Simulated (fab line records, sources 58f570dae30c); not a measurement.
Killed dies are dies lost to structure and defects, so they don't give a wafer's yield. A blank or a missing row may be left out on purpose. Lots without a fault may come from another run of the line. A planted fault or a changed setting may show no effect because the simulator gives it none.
A struck lot beside a sound one | flow berkeley_cmos170 | 14 steps out of a route of 331
Sound: wafers L921.3, L921.4, L921.6. Struck: wafers L936.2, L936.3, L936.6. The cause comes at the end.
At each step with rows: each side's tool, then ch and its chambers, then its first start. Under that, the readings that differ: sound wafers | struck wafers | difference of the means | sigmas: that difference in standard deviations of wafers without a fault.
alike: readings whose means differ by less than 2 such deviations, and words and numbers that are the same on both sides. not compared: withheld readings, readings that some wafer has no value for, bounds like >300 that may hide the same value, and numbers for which the record gives no deviation and whose values overlap.
The two part at a step that has a row with sigmas, a row that says differs or no value, or rows on one side only. Numbers that don't overlap but have no deviation are shown without sigmas and don't part them. A reading that every wafer of one side lacks parts them only if that side has two wafers or more.

first, 5 steps without rows for these wafers: UCB170_PFIELD_COAT_01 (resist thk 900 nm); UCB170_PFIELD_SOFTBAKE_02 (time 60 s); UCB170_PFIELD_EXPOSE_03 (exposes mask PFIELD, target cd 1500 nm); UCB170_PFIELD_PEB_04; UCB170_PFIELD_DEVELOP_05 (develop time 45 s).
UCB170_PFIELD_OVL_MEAS_06:
  sound on overlay-02, day 5 02:42; struck on overlay-01, day 8 09:22
  alike: PFIELD_OVL
then, 1 step without rows for these wafers: UCB170_PFIELD_IMPLANT_07.
UCB170_PFIELD_STRIP_08: strips in O2.
  sound on plasma_asher-01 ch 0,1, day 5 02:55; struck on plasma_asher-04 ch 0,1, day 8 09:33
  reading                     | sound          | struck         | difference | sigmas
  drypump_motor_current_A (A) | 5.62 5.49 5.61 | 5.78 6.20 6.20 | +0.49      | +2
  alike: oes_product_au, strip_time_to_endpoint_s
  not compared: rf_hours_counter_h
UCB170_PFIELD_TW_MEAS_09:
  sound on film_metro-04, day 5 03:00; struck on film_metro-04, day 8 09:40
  alike: PFIELD_TW
then, 2 steps without rows for these wafers: UCB170_FIELD_CLEAN_00 (cleans in dHF, time 7.5 s); UCB170_FIELD_OXIDATION_01 (target thk 558.3 nm, ox time 7200 s).
UCB170_FIELD_THK_MEAS_02:
  sound on film_metro-03, day 5 08:11; struck on film_metro-04, day 8 16:36
  alike: FIELD_OXIDE_THK
UCB170_FIELD_ANNEAL_03: time 1200 s.
  sound on furnace-01 ch 0, day 5 09:06; struck on furnace-04, day 8 20:50
  no value came back on the struck wafers for spike_tc_centre_C (C), spike_tc_load_C (C); on the sound wafers spike_tc_centre_C (C) reads 1000.9 1002.0 1001.0
then, 1 step without rows for these wafers: UCB170_FIELD_WET_ETCH_04 (etches SiO2 in dHF, time 60 s).

WHERE THEY PART
First at UCB170_PFIELD_STRIP_08; last, within this record, at UCB170_FIELD_ANNEAL_03.

WHY: what the simulator had put in
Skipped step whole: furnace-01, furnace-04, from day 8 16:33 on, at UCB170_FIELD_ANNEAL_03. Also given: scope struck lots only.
